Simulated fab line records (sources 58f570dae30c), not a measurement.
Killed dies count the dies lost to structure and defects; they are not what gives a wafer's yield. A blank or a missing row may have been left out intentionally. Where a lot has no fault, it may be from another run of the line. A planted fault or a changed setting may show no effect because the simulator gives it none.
The tool behind it: which one? ; flow berkeley_cmos170 ; Sampling: 13 lots, 39 wafers, 5 of 331 route steps

WHAT THE GAUGES SHOWED, per wafer
UCB170_M1_RS_MEAS_01: a four-point-probe measurement. Usual: M1_AL_RS 0.0484 ohm/sq, standard deviation 0.00051.
lot;measured;on;M1_AL_RS (ohm/sq);flag
L698;day 8 03:31;film_metro-03;0.0485 0.0482 0.0486;
L699;day 8 13:08;film_metro-01;0.0485 0.0485 0.0483;
L700;day 8 15:51;film_metro-02;0.0489 0.0494 0.0495;
L702;day 9 00:45;film_metro-03;0.0478 0.0473 0.0472;
L706;day 9 10:49;film_metro-03;0.0478 0.0484 0.0478;
L705;day 9 11:01;film_metro-02;0.0479 0.0482 0.0485;
L709;day 10 02:10;film_metro-03;0.0477 0.0481 0.0477;
L712;day 11 01:31;film_metro-01;0.0489 0.0489 0.0488;
L713;day 11 03:06;film_metro-03;0.0477 0.0478 0.0478;
L714;day 11 13:19;film_metro-03;0.0477 0.0501 0.0502;
L717;day 12 02:14;film_metro-03;0.0495 0.0498 0.0498;
L721;day 13 00:01;film_metro-01;0.0481 0.0484 0.0480;
L720;day 13 02:24;film_metro-03;0.0486 0.0487 0.0486;

UCB170_M1_THK_MEAS_02: measures by xrf. Usual: M1_AL_THK 593 nm, standard deviation 6.8.
lot;measured;on;M1_AL_THK (nm);flag
L698;day 8 03:38;film_metro-03;596 595 594;
L699;day 8 13:14;film_metro-01;587 588 586;
L700;day 8 15:58;film_metro-02;584 579 583;
L702;day 9 00:51;film_metro-03;601 606 608;
L706;day 9 10:56;film_metro-03;598 590 602;
L705;day 9 11:06;film_metro-02;596 595 593;
L709;day 10 02:16;film_metro-03;605 604 605;
L712;day 11 01:37;film_metro-01;581 584 581;
L713;day 11 03:12;film_metro-03;601 603 601;
L714;day 11 13:26;film_metro-03;604 574 571;
L717;day 12 02:19;film_metro-03;586 581 582;
L721;day 13 00:08;film_metro-01;595 590 595;
L720;day 13 02:30;film_metro-03;594 593 593;

UCB170_V1_OVL_MEAS_13. Usual: V1_OVL 1 nm, standard deviation 4.6.
lot;measured;on;V1_OVL (nm);flag
L698;day 8 08:35;overlay-01;4 3 4;
L699;day 8 18:49;overlay-01;2 -2 2;
L700;day 9 00:33;overlay-02;-3 2 4;
L702;day 9 06:57;overlay-02;-2 -4 -2;
L706;day 9 16:52;overlay-01;5 -3 0;
L705;day 9 18:02;overlay-02;8 -2 1;
L709;day 10 07:04;overlay-02;8 6 5;
L712;day 11 07:41;overlay-02;-2 -4 -5;
L713;day 11 09:10;overlay-02;6 -1 8;
L714;day 11 18:25;overlay-02;-6 -3 -5;
L717;day 12 08:47;overlay-01;4 7 2;
L721;day 13 05:02;overlay-02;4 7 -3;
L720;day 13 09:04;overlay-02;6 9 13;

WHICH TOOL RAN EACH LOT (tool, then ch and the chambers of the sampled wafers, then the start)
lot;UCB170_M1_SPUTTER_00;UCB170_M1_STRIP_13
L698;pvd_sputter-01, day 8 03:28;plasma_asher-02 ch 0,1, day 8 04:53
L699;pvd_sputter-03, day 8 13:02;plasma_asher-01 ch 0,1, day 8 15:19
L700;pvd_sputter-03, day 8 15:47;plasma_asher-02 ch 0,1, day 8 17:13
L702;pvd_sputter-04, day 9 00:39;plasma_asher-04 ch 0,1, day 9 02:42
L706;pvd_sputter-01, day 9 10:46;plasma_asher-01 ch 0,1, day 9 12:18
L705;pvd_sputter-04, day 9 10:53;plasma_asher-02 ch 0,1, day 9 12:35
L709;pvd_sputter-04, day 10 02:05;plasma_asher-02 ch 0,1, day 10 03:37
L712;pvd_sputter-01, day 11 01:26;plasma_asher-01 ch 0,1, day 11 03:13
L713;pvd_sputter-01, day 11 03:00;plasma_asher-01 ch 0,1, day 11 04:56
L714;pvd_sputter-03, day 11 13:15;plasma_asher-02 ch 0,1, day 11 14:47
L717;pvd_sputter-04, day 12 02:07;plasma_asher-02 ch 0,1, day 12 04:15
L721;pvd_sputter-04, day 12 23:57;plasma_asher-04 ch 0,1, day 13 01:37
L720;pvd_sputter-04, day 13 02:18;plasma_asher-04 ch 0,1, day 13 04:11
- UCB170_M1_SPUTTER_00: material Al, target thk 600 nm, time 80 s.
- UCB170_M1_STRIP_13: strips in O2.

WHAT THE TOOLS THEMSELVES READ (means of the sampled wafers that have a number; where no wafer has one, the mark that the record gives instead)
UCB170_M1_SPUTTER_00. Usual: throttle_valve_pct reads 30.2 % (standard deviation 0.76).
lot;tool;throttle_valve_pct (%);flag
L698;pvd_sputter-01;29.4;
L699;pvd_sputter-03;30.9;
L700;pvd_sputter-03;30.6;
L702;pvd_sputter-04;29.8;
L706;pvd_sputter-01;29.3;
L705;pvd_sputter-04;29.7;
L709;pvd_sputter-04;31.1;
L712;pvd_sputter-01;30.2;
L713;pvd_sputter-01;29.4;
L714;pvd_sputter-03;30.8;
L717;pvd_sputter-04;30.7;
L721;pvd_sputter-04;29.6;
L720;pvd_sputter-04;30.3;

UCB170_M1_STRIP_13. Usual: drypump_motor_current_A 5.9 A, standard deviation 0.72; oes_product_au 0.720 a.u., standard deviation 0.0043.
lot;tool;drypump_motor_current_A (A);oes_product_au (a.u.);flag
L698;plasma_asher-02;5.5;0.719;
L699;plasma_asher-01;5.7;0.719;
L700;plasma_asher-02;5.1;0.715;
L702;plasma_asher-04;6.5;0.722;
L706;plasma_asher-01;6.2;0.720;
L705;plasma_asher-02;5.1;0.721;
L709;plasma_asher-02;5.5;0.719;
L712;plasma_asher-01;5.8;0.720;
L713;plasma_asher-01;5.7;0.723;
L714;plasma_asher-02;5.5;0.722;
L717;plasma_asher-02;5.5;0.719;
L721;plasma_asher-04;6.4;0.719;
L720;plasma_asher-04;6.5;0.720;

THE ANSWER, worked out from the rows above alone
Rule: lot off if the mean of its wafers having a number is beyond 3 standard deviations from the usual mean. Also off: a lot with no number at a reading for which 4 or more lots have one. Where the step has rows for the other lots, those lots are counted as sound. First the gauges in route order, then the tools' own readings, where a lot's mean is used as printed above. The first step at which some lot is off is used, and at that step the reading that is off furthest; a lot without a number counts as furthest.
None of the lots is off at any reading shown; this tells nothing.

WHAT THE SIMULATOR HAD INSERTED
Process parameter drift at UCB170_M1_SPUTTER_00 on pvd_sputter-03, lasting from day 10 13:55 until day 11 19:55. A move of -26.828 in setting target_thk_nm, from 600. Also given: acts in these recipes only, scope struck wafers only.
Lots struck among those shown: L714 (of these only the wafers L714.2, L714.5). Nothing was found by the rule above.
